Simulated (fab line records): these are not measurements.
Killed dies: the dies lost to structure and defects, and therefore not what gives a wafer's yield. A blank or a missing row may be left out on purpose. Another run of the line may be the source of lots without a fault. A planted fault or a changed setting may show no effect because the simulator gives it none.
A struck lot beside a sound one / flow rit-cmos / 19 steps out of a route of 202
Sound: these wafers, L994.3, L994.5, L994.6. Wafers struck: L990.2, L990.4, L990.5. The cause is named last.
Per side, at each step with rows, come the tool, then ch with its chambers, and then its first start. Under that, the readings that differ: sound wafers / struck wafers / difference of the means / sigmas: that difference in standard deviations of wafers without a fault.
alike: same words and numbers on both sides, and readings whose means sit less than 2 such deviations apart. not compared: any withheld reading, any reading some wafer has no value for, any bound like >300 that may hide the same value, and any number with overlapping values for which the record gives no deviation.
The two part at a step that has a row with sigmas, a row that says differs or no value, or rows on one side only. When numbers do not overlap yet have no deviation, they are printed without sigmas and do not part them. A reading missing from all wafers of one side parts the sides only when that side holds two or more wafers.

first, 3 steps without rows for these wafers: RIT_GATE_CLEAN_02 (cleans in dHF, time 30 s); RIT_GATE_CLEAN_03 (cleans in SC2, time 600 s); RIT_GATE_CLEAN_04 (cleans in dHF, time 60 s).
RIT_FOX2_THK_MEAS_91:
  sound: film-metro-02 at day 5 13:20; struck: film-metro-02 at day 4 11:23
  alike: FIELD_OXIDE_LEFT_2_THK
then, 2 steps without rows for these wafers: RIT_GATE_OXIDATION_05 (target thk 3 nm, ox time 270 s); RIT_GATE_ANNEAL_06 (time 600 s).
RIT_GATE_THK_MEAS_07:
  sound: film-metro-03 at day 5 18:37; struck: film-metro-02 at day 4 19:01
  alike: GATE_OXIDE_THK
then, 1 step without rows for these wafers: RIT_GATE_CVD_08 (deposits poly-Si from SiH4, target thk 250 nm, time 2220 s).
RIT_GATE_THK_MEAS_09:
  sound: film-metro-02 at day 5 20:17; struck: film-metro-03 at day 4 20:41
  alike: GATE_POLY_THK
then, 3 steps without rows for these wafers: RIT_GATE_HMDS_10 (prime time 60 s); RIT_GATE_COAT_11 (resist thk 856 nm); RIT_GATE_SOFTBAKE_12 (time 60 s).
RIT_GATE_EXPOSE_13: exposes mask M6, target cd 150 nm.
  sound on iline-stepper-01 ch 0, day 5 20:50; struck on iline-stepper-02 ch 0, day 4 21:13
reading=model.GATE.overlay-x-nm (nm); sound=0.06032 0.06032 0.06032; struck=129.1 129.1 129.1; difference=+129.0; sigmas=
  alike: mask, stage-vel-mm-s
then, 2 steps without rows for these wafers: RIT_GATE_PEB_14; RIT_GATE_DEVELOP_15 (develop time 50 s).
RIT_GATE_CD_MEAS_16 targets a cd of 150 nm.
  sound: cd-sem-01 at day 5 21:30; struck: cd-sem-01 at day 4 21:37
reading=cd-nm (nm); sound=153.4 152.3 150.2; struck=144.1 145.3 146.0; difference=-6.8; sigmas=-3
RIT_GATE_OVL_MEAS_17:
  sound: overlay-01 at day 5 21:36; struck: overlay-02 at day 4 21:43
reading=GATE_OVL (nm); sound=1.0 -1.1 1.4; struck=131.2 128.6 128.8; difference=+129.1; sigmas=+92
then, 1 step without rows for these wafers: RIT_GATE_HARDBAKE_18 (time 60 s).
RIT_M1_PROBE_99:
  sound: prober-02 at day 6 19:27; struck: prober-02 at day 5 18:32
reading=model.etest.pldd.width-nm (nm); sound=3127 3119 3127; struck=3080 3068 3066; difference=-53; sigmas=
reading=model.etest.nldd.width-nm (nm); sound=3120 3134 3117; struck=3088 3088 3081; difference=-38; sigmas=
reading=model.etest.select-edge-diode-p.leak-log10-a (angstrom); sound=-10.34 -10.28 -10.49; struck=-9.781 -9.653 -9.689; difference=+0.662; sigmas=
reading=model.etest.select-edge-diode-n.leak-log10-a (angstrom); sound=-9.919 -9.756 -9.843; struck=-9.028 -9.104 -9.016; difference=+0.790; sigmas=
reading=model.etest.gate-end-array.leak-log10-a-um; sound=-12.97 -12.86 -13.09; struck=-12.46 -12.5 -12.38; difference=+0.53; sigmas=
  alike: killed_at_M0_to_M3, killed-at-contacts, killed-at-front-end, killed-dies, killed-open, killed-short

== WHERE THEY PART ==
At RIT_GATE_CD_MEAS_16 first; at RIT_GATE_OVL_MEAS_17 last (within this record only). Later steps at which nothing parts them and some readings are alike: RIT_M1_PROBE_99.

WHY: whatever the simulator had introduced
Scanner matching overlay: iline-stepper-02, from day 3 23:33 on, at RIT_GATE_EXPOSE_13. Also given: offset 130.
